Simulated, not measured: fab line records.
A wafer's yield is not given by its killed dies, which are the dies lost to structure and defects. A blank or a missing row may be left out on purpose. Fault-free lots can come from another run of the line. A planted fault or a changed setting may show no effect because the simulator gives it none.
A struck lot beside a sound one    flow rit-cmos    30 out of 202 route steps
Sound: the wafers L895.3, L895.5, L895.6. The struck wafers were L898.1, L898.3, L898.6. Last of all comes the cause.
Per side, at each step with rows, come the tool, then ch with its chambers, and then its first start. Under that, the readings that differ: sound wafers    struck wafers    difference of the means    sigmas: that difference in standard deviations of wafers without a fault.
alike: a reading whose means differ by less than 2 such deviations, as well as words and numbers matching on both sides. not compared: withheld readings; readings where some wafer has no value; bounds like >300 that might hide an equal value; numbers whose values overlap and for which the record gives no deviation.
A row with sigmas, a row that says differs or no value, or rows on one side alone: a step with any of these is where the two part. Numbers that don't overlap but have no deviation are shown without sigmas and don't part them. A reading missing from all wafers of one side parts the sides only when that side holds two or more wafers.

RIT_FOX2_THK_MEAS_01:
  sound on film-metro-01, day 3 16:19; struck on film-metro-03, day 4 06:19
  alike: FOX2_OXIDE_THK
then, 2 steps without rows for these wafers: RIT_FOX2_CLEAN_02 (cleans in dHF, time 180 s); RIT_FOX2_WET_ETCH_03 (etches Si3N4 in H3PO4, target depth 195 nm, time 2700 s).
RIT_FOX2_THK_MEAS_90:
  sound on film-metro-03, day 3 17:11; struck on film-metro-04, day 4 07:16
  alike: FIELD_OXIDE_LEFT_1_THK
then, 6 steps without rows for these wafers: RIT_NWELL_HMDS_00 (prime time 60 s); RIT_NWELL_COAT_01 (resist thk 1300 nm); RIT_NWELL_SOFTBAKE_02 (time 60 s); RIT_NWELL_EXPOSE_03 (exposes mask M2, target cd 43900 nm); RIT_NWELL_PEB_04; RIT_NWELL_DEVELOP_05 (develop time 68 s).
RIT_NWELL_OVL_MEAS_06:
  sound on overlay-01, day 3 18:07; struck on overlay-01, day 4 08:12
  alike: NWELL_OVL
then, 1 step without rows for these wafers: RIT_NWELL_HARDBAKE_07 (time 120 s).
RIT_NWELL_IMPLANT_08:
  sound on implanter-03 ch 0, day 3 18:26; struck on implanter-01 ch 0, day 4 08:29
reading             sound              struck          difference  sigmas
beam-on-s (s)       10.25 10.19 10.13  8.33 8.44 7.88  -1.97       -9
faraday-current-uA  155 156 157        191 188 201     +37         +11
RIT_NWELL_STRIP_09: strips in O2, time 180 s.
  sound on plasma-asher-03 ch 0,1, day 3 18:36; struck on plasma-asher-02 ch 0,1, day 4 08:38
  alike: chamber-pressure-mTorr, drypump-motor-current-A, rf-refl-power-W
  not compared: rf-hours-counter-h
RIT_NWELL_TW_MEAS_10:
  sound on film-metro-03, day 3 18:44; struck on film-metro-02, day 4 08:49
reading   sound           struck          difference  sigmas
NWELL_TW  2181 2191 2184  1999 2008 1999  -183        -18
then, 6 steps without rows for these wafers: RIT_PWELL_HMDS_00 (prime time 60 s); RIT_PWELL_COAT_01 (resist thk 1300 nm); RIT_PWELL_SOFTBAKE_02 (time 60 s); RIT_PWELL_EXPOSE_03 (exposes mask M3, target cd 43700 nm); RIT_PWELL_PEB_04; RIT_PWELL_DEVELOP_05 (develop time 68 s).
RIT_PWELL_OVL_MEAS_06:
  sound on overlay-01, day 3 19:40; struck on overlay-02, day 4 09:58
  alike: PWELL_OVL
then, 2 steps without rows for these wafers: RIT_PWELL_HARDBAKE_07 (time 120 s); RIT_PWELL_IMPLANT_08.
RIT_PWELL_STRIP_09: strips in O2, time 180 s.
  sound on plasma-asher-03 ch 0,1, day 3 20:10; struck on plasma-asher-01 ch 0, day 4 10:23
  alike: chamber-pressure-mTorr, drypump-motor-current-A, rf-refl-power-W
  not compared: rf-hours-counter-h
RIT_PWELL_TW_MEAS_10:
  sound on film-metro-02, day 3 20:18; struck on film-metro-03, day 4 10:34
  alike: PWELL_TW
then, 1 step without rows for these wafers: RIT_WELLDRIVE_ANNEAL_00 (time 14700 s).
RIT_WELLDRIVE_RS_MEAS_01: uses a four-point probe to measure.
  sound on film-metro-02, day 4 01:28; struck on film-metro-04, day 4 15:43
reading            sound              struck             difference  sigmas
NWELL_RS (ohm/sq)  274.5 274.8 275.7  318.5 319.0 319.0  +43.8       +52
RIT_WELLDRIVE_RS_MEAS_02: uses a four-point probe to measure.
  sound on film-metro-02, day 4 01:35; struck on film-metro-04, day 4 15:50
  alike: PWELL_RS
RIT_M1_PROBE_99:
  sound on prober-02, day 5 08:43; struck on prober-01, day 5 23:31
reading                                  sound                struck                difference  sigmas
model.etest.nwell-pinched.rs-ohm-sq      339.8 337.2 334.7    398.5 402.1 402       +63.6       
model.etest.well-edge-right.line-ohm-um  181 182.5 180.7      215.8 216.9 216.3     +34.9       
model.etest.well-edge-left.line-ohm-um   183.3 181.5 184.5    214.5 216.9 218.4     +33.5       
model.etest.pmos_0p3.drive-ua-um         100.4 99.88 102.4    111.6 111.1 112.6     +10.9       
model.etest.pmos-narrow.drive-ua-um      102.2 100.7 103.7    109.1 107.8 109.9     +6.7        
model.etest.field-p-metal.vt-v (V)       -28.84 -28.7 -28.99  -25.98 -25.87 -26     +2.89       
model.etest.field-p.vt-v (V)             -12.5 -12.57 -12.38  -11.26 -11.27 -11.23  +1.23       
model.etest.iso-nwell-nwell.bv-v (V)     22.19 22.27 22.47    23.29 23.34 23.1      +0.93       
  alike: killed-at-contacts, killed-at-front-end, killed-dies, killed-open, killed-short

== WHERE THEY PART ==
First at RIT_NWELL_IMPLANT_08; last, within this record, at RIT_WELLDRIVE_RS_MEAS_01. Later steps at which nothing parts them and some readings are alike: RIT_WELLDRIVE_RS_MEAS_02, RIT_M1_PROBE_99.

WHY: what had been put in by the simulator
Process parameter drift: implanter-01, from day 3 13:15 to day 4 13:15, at RIT_NWELL_IMPLANT_08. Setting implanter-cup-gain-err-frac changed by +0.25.
